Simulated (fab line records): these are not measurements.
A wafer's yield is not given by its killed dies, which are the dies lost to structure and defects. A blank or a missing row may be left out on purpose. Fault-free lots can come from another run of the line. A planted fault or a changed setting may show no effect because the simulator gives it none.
Which tool is to blame? + flow berkeley_cmos170 + 42 wafers sampled from 14 lots at 1 step of a route of 331

WHAT THE GAUGES READ, wafer by wafer
The record lacks any reading of a measuring or inspecting step that a usual standard deviation could be used to judge.

EACH LOT AND THE TOOL THAT RAN IT (in order: tool; ch and the chambers of the sampled wafers; start)
| lot  | UCB170_ZERO_PEB_04               |
|------|----------------------------------|
| L984 | litho_track-01 ch 0, day 1 21:09 |
| L985 | litho_track-01 ch 0, day 2 02:00 |
| L987 | litho_track-04 ch 0, day 2 07:48 |
| L989 | litho_track-01 ch 0, day 2 23:01 |
| L990 | litho_track-04 ch 0, day 3 04:35 |
| L993 | litho_track-04 ch 0, day 3 16:53 |
| L995 | litho_track-01 ch 0, day 4 03:26 |
| L997 | litho_track-04, day 4 15:01      |
| L998 | litho_track-04, day 4 19:50      |
| L103 | litho_track-01 ch 0, day 5 21:22 |
| L104 | litho_track-01 ch 0, day 5 21:00 |
| L105 | litho_track-02 ch 0, day 6 03:10 |
| L106 | litho_track-04 ch 0, day 6 10:50 |
| L107 | litho_track-02 ch 0, day 6 13:32 |
- UCB170_ZERO_PEB_04

WHAT THE TOOLS THEMSELVES READ (means of the sampled wafers that have a number; where no wafer has one, the mark that the record gives instead)
UCB170_ZERO_PEB_04. Usual: chill_plate_temp_C 23.00 C, standard deviation 0.1; exhaust_pa 45.0 Pa, standard deviation 0.87; heater_power_total_W 56.81 W, standard deviation 0.044.
| lot  | tool           | chill_plate_temp_C (C) | exhaust_pa (Pa) | heater_power_total_W (W) | flag |
|------|----------------|------------------------|-----------------|--------------------------|------|
| L984 | litho_track-01 | 23.10                  | 44.4            | 56.82                    |      |
| L985 | litho_track-01 | 23.13                  | 44.4            | 56.80                    |      |
| L987 | litho_track-04 | 23.02                  | 44.8            | 56.77                    |      |
| L989 | litho_track-01 | 22.91                  | 44.6            | 56.78                    |      |
| L990 | litho_track-04 | 22.97                  | 44.2            | 56.83                    |      |
| L993 | litho_track-04 | 22.97                  | 46.0            | 56.79                    |      |
| L995 | litho_track-01 | 23.09                  | 45.3            | 56.80                    |      |
| L997 | litho_track-04 | -                      | -               | -                        | OFF  |
| L998 | litho_track-04 | -                      | -               | -                        | OFF  |
| L103 | litho_track-01 | 23.11                  | 46.5            | 56.80                    |      |
| L104 | litho_track-01 | 23.05                  | 45.0            | 56.80                    |      |
| L105 | litho_track-02 | 23.08                  | 44.5            | 56.80                    |      |
| L106 | litho_track-04 | 22.99                  | 45.6            | 56.80                    |      |
| L107 | litho_track-02 | 22.95                  | 44.4            | 56.83                    |      |

THE ANSWER, worked out from the rows above alone
Rule: a lot counts as off when the mean over its wafers that have a number is more than 3 standard deviations away from the usual mean. Also off: a lot with no number at a reading for which 4 or more lots have one. Any other lot the step has rows for is counted as sound. The gauges are gone through in route order, then the tools' own readings, and for those a lot's mean is taken as printed above. At the first step where some lot is off, the reading lying furthest off is the one used; lots without a number count as furthest.
Off at UCB170_ZERO_PEB_04 (chill_plate_temp_C): L997, L998. Without a number there: L997, L998.
If a tool, at that step or one of the process steps before it, ran each lot that is off and ran no sound lot following the first of them, it fits. No candidate that was tried fits.

WHAT THE SIMULATOR HAD PUT IN
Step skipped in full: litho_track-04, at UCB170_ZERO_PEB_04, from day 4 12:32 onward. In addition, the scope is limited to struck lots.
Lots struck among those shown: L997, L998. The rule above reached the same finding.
